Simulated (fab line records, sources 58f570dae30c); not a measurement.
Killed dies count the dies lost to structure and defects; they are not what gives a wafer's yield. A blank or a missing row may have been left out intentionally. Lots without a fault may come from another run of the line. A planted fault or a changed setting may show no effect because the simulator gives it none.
Which tool did it? ; flow berkeley cmos170 ; 21 wafers from 7 lots sampled at 2 of the route's 331 steps

== WHAT THE GAUGES SHOWED, per wafer ==
UCB170_NWELL_THK_MEAS_05.
lot;measured;on;NWELL_NITRIDE_THK (nm)
L578;day 2 21:58;film metro-02;222.5 223.0 222.6
L581;day 3 15:14;film metro-02;222.8 220.6 220.8
L584;day 3 19:03;film metro-02;226.7 226.4 227.6
L586;day 4 03:17;film metro-02;224.1 223.4 224.6
L589;day 4 23:48;film metro-01;222.8 224.4 223.7
L594;day 6 02:42;film metro-04;91.4 90.6 89.1
L598;day 6 23:11;film metro-04;223.6 225.9 225.7

== TOOL THAT RAN EACH LOT (tool first, then ch and the chambers of the sampled wafers, then the start) ==
lot;UCB170_NWELL_CVD_04
L578;lpcvd-02 ch 0, day 2 20:02
L581;lpcvd-02 ch 1, day 3 13:19
L584;lpcvd-02 ch 0, day 3 17:07
L586;lpcvd-01 ch 1, day 4 01:22
L589;lpcvd-02 ch 1, day 4 21:52
L594;lpcvd-02 ch 0, day 6 00:46
L598;lpcvd-01 ch 1, day 6 21:15
- UCB170_NWELL_CVD_04: deposits Si3N4 from SiH2Cl2/NH3, target thk 224 nm, time 3360 s.

== THE ANSWER, worked out from the rows above alone ==
Rule: the lots themselves supply what counts as usual. The widest of any qualifying gaps counts: lots, ordered by their means at a reading, are off when they make up no more than a third of the lots, leave a main group of 4 or more, and stand apart from it by 3 or more times the standard deviation of that group's means. The tables above print the reading to a certain number of digits; a main group whose means all agree to those digits is not used. A lot without any number at a reading at which 4 lots or more have one is off too. Where the step has rows for the other lots, those lots are counted as sound.
Off: L594, at UCB170_NWELL_THK_MEAS_05 (NWELL_NITRIDE_THK). The main group has a mean of 224.0 nm with a standard deviation of 1.7.
If a tool, at a process step before that reading, ran all the lots that are off and no sound lot after the first of them, it fits. Those tools and the gauges at UCB170_NWELL_THK_MEAS_05 are tried in the same way. One candidate fits, namely lpcvd-02 at UCB170_NWELL_CVD_04. Its last sound lot is L589 (day 4 21:52), its first lot that is off L594 (day 6 00:46): a fault that began between those two fits.

== WHAT HAD BEEN PUT IN BY THE SIMULATOR ==
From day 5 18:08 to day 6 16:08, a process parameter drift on lpcvd-02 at UCB170_NWELL_CVD_04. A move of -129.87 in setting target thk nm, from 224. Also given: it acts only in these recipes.
Lots struck among those shown: L594. The same result came from the rule above.
